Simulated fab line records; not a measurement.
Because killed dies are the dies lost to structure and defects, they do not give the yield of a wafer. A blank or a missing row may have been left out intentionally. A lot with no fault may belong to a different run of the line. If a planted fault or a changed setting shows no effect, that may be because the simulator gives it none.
A struck lot beside a sound one || flow berkeley cmos170 || 19 steps out of a route of 331
Sound: these wafers, L484.1, L484.2, L484.5. Wafers struck: L490.2, L490.5, L490.6. The cause is named last.
Per side, at each step with rows, come the tool, then ch with its chambers, and then its first start. Under that, the readings that differ: sound wafers || struck wafers || difference of the means || sigmas: that difference in standard deviations of wafers without a fault.
alike: same words and numbers on both sides, and readings whose means sit less than 2 such deviations apart. not compared: any withheld reading, any reading some wafer has no value for, any bound like >300 that may hide the same value, and any number with overlapping values for which the record gives no deviation.
The two part at a step that has a row with sigmas, a row that says differs or no value, or rows on one side only. Numbers that don't overlap but have no deviation are shown without sigmas and don't part them. A reading that every wafer of one side lacks parts them only if that side has two wafers or more.

UCB170_M1_STRIP_13: strips in O2.
  sound on plasma asher-04 ch 0,1, day 9 19:55; struck on plasma asher-04 ch 0,1, day 11 21:56
  alike: drypump motor current A, oes product au
  not compared: rf hours counter h
UCB170_M1_CD_MEAS_90 targets a cd of 700 nm.
  sound on cd sem-01, day 9 20:01; struck on cd sem-01, day 11 22:03
  alike: cd nm
then, 1 step without rows for these wafers: UCB170_M1_ANNEAL_14 (time 1200 s).
UCB170_V1_CVD_00: deposits SiO2 from TEOS/O2, target thk 2000 nm, time 250 s.
  sound on pecvd-02 ch 0,1,2, day 9 21:28; struck on pecvd-04 ch 0,1, day 11 23:29
  alike: heater power w
UCB170_V1_THK_MEAS_01:
  sound on film metro-02, day 9 21:37; struck on film metro-02, day 11 23:44
  alike: V1_TEOS_THK
UCB170_V1_CMP_02: polishes SiO2.
  sound on cmp-01 ch 0,2, day 9 21:44; struck on cmp-02 ch 0,1, day 11 23:50
  alike: motor current A
UCB170_V1_BOW_MEAS_03:
  sound on film metro-04, day 9 21:59; struck on film metro-04, day 12 00:06
  alike: V1_BOW
UCB170_V1_THK_MEAS_04:
  sound on film metro-04, day 9 22:06; struck on film metro-04, day 12 00:13
{"reading": "V1_POLISHED_THK (nm)", "sound": "1000.8 1001.2 998.7", "struck": "997.3 997.4 996.7", "difference": -3.1, "sigmas": -3}
then, 4 steps without rows for these wafers: UCB170_V1_CLEAN_05 (cleans in DIW); UCB170_V1_HMDS_06 (prime time 60 s); UCB170_V1_COAT_07 (resist thk 900 nm); UCB170_V1_SOFTBAKE_08 (time 60 s).
UCB170_V1_EXPOSE_09: exposes mask VIA1, target cd 700 nm.
  sound on krf scanner-01 ch 0, day 10 00:39; struck on krf scanner-01 ch 0, day 12 01:07
{"reading": "model.V1.overlay x nm (nm)", "sound": "0.4334 0.4334 0.4334", "struck": "173.4 173.4 173.4", "difference": "+173.0", "sigmas": ""}
  alike: mask, exposure dose mJ cm2
then, 2 steps without rows for these wafers: UCB170_V1_PEB_10; UCB170_V1_DEVELOP_11 (develop time 45 s).
UCB170_V1_CD_MEAS_12 targets a cd of 700 nm.
  sound on cd sem-01, day 10 01:02; struck on cd sem-01, day 12 02:05
  alike: cd nm
UCB170_V1_OVL_MEAS_13:
  sound on overlay-01, day 10 01:10; struck on overlay-02, day 12 02:12
{"reading": "V1_OVL (nm)", "sound": "-1 0 -1", "struck": "172 175 174", "difference": "+174", "sigmas": "+30"}
UCB170_V1_ETCH_14: etches SiO2 in CHF3/CF4/Ar, stops on Al, target depth 1250 nm, time 291 s.
  sound on rie diel-01 ch 0,1, day 10 01:12; struck on rie diel-03 ch 0,1, day 12 02:14
  alike: drypump motor current A, oes product au, throttle valve pct
  not compared: rf hours counter h
UCB170_M3_PROBE_99:
  sound wafers here have rows in the record (prober-02, day 10 10:24); struck ones have none

== WHERE THEY PART ==
Earliest at UCB170_V1_THK_MEAS_04; latest, in this record, at UCB170_M3_PROBE_99.

WHY: the cause the simulator had injected
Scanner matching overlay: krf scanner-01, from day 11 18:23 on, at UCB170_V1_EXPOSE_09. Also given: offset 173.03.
